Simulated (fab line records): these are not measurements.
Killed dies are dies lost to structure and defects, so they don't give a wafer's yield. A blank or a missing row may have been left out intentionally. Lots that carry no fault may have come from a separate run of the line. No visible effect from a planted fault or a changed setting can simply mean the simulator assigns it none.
A lot that was struck, set against a sound lot / flow rit-cmos / 14 out of 202 route steps
Sound: the wafers L126.4, L126.5, L126.6. Wafers struck: L116.1, L116.2, L116.6. Last of all comes the cause.
Per side, at each step with rows, come the tool, then ch with its chambers, and then its first start. Under that, the readings that differ: sound wafers / struck wafers / difference of the means / sigmas: that difference in standard deviations of wafers without a fault.
alike: words and numbers the same on both sides, and readings whose means are apart by under 2 such deviations; not compared: readings that were withheld, readings missing a value for some wafer, numbers with overlapping values and no deviation given by the record, and bounds like >300 which may hide the same value.
Wherever a step has rows on one side only, a row that says differs or no value, or a row with sigmas, the two part there. Numbers that have no deviation but don't overlap get no sigmas and don't part them. A reading missing from all wafers of one side parts the sides only when that side holds two or more wafers.

RIT_CONTACT_STRIP_12: strips in O2, time 180 s.
  sound on plasma-asher-04 ch 0,1, day 6 18:32; struck on plasma-asher-01 ch 0,1, day 4 14:15
  alike: drypump-motor-current-A
  not compared: rf-hours-counter-h
RIT_CONTACT_CD_MEAS_90: the cd target is 1000 nm.
  sound on cd-sem-02, day 6 18:43; struck on cd-sem-02, day 4 14:25
  alike: cd-nm
then, 2 steps without rows for these wafers: RIT_CONTACT_CLEAN_13 (cleans in SC1, time 600 s); RIT_CONTACT_CLEAN_14 (cleans in SC2, time 600 s).
RIT_M1_SPUTTER_00: material Al, target thk 400 nm, time 500 s.
  sound on pvd-sputter-01, day 6 19:09; struck on pvd-sputter-01, day 4 14:53
  alike: throttle-valve-pct
RIT_M1_RS_MEAS_01: measurement is done with a four-point probe.
  sound on film-metro-02, day 6 19:30; struck on film-metro-01, day 4 15:11
  alike: M1_AL_RS
RIT_M1_THK_MEAS_02: measures by xrf.
  sound on film-metro-02, day 6 19:35; struck on film-metro-01, day 4 15:19
  alike: M1_AL_THK
then, 5 steps without rows for these wafers: RIT_M1_HMDS_03 (prime time 60 s); RIT_M1_COAT_04 (resist thk 1300 nm); RIT_M1_SOFTBAKE_05 (time 60 s); RIT_M1_EXPOSE_06 (exposes mask M12, target cd 2600 nm); RIT_M1_PEB_07.
RIT_M1_DEVELOP_08: develop time 68.88 s.
  sound on litho-track-04 ch 0, day 6 20:00; struck on litho-track-03, day 4 16:00
  no value came back on the struck wafers for chill-plate-temp-C (C), develop-time-s (s); on the sound wafers chill-plate-temp-C (C) reads 22.81 22.93 22.86
RIT_M1_CD_MEAS_09: the cd target is 2600 nm.
  sound on cd-sem-02, day 6 20:34; struck on cd-sem-01, day 4 16:15
reading=cd-nm (nm); sound=2601.8 2602.2 2603.2; struck=- - -; difference=no value on the struck wafers; sigmas=

== WHERE THEY PART ==
First at RIT_M1_DEVELOP_08; last, within this record, at RIT_M1_CD_MEAS_09.

WHY: whatever the simulator had introduced
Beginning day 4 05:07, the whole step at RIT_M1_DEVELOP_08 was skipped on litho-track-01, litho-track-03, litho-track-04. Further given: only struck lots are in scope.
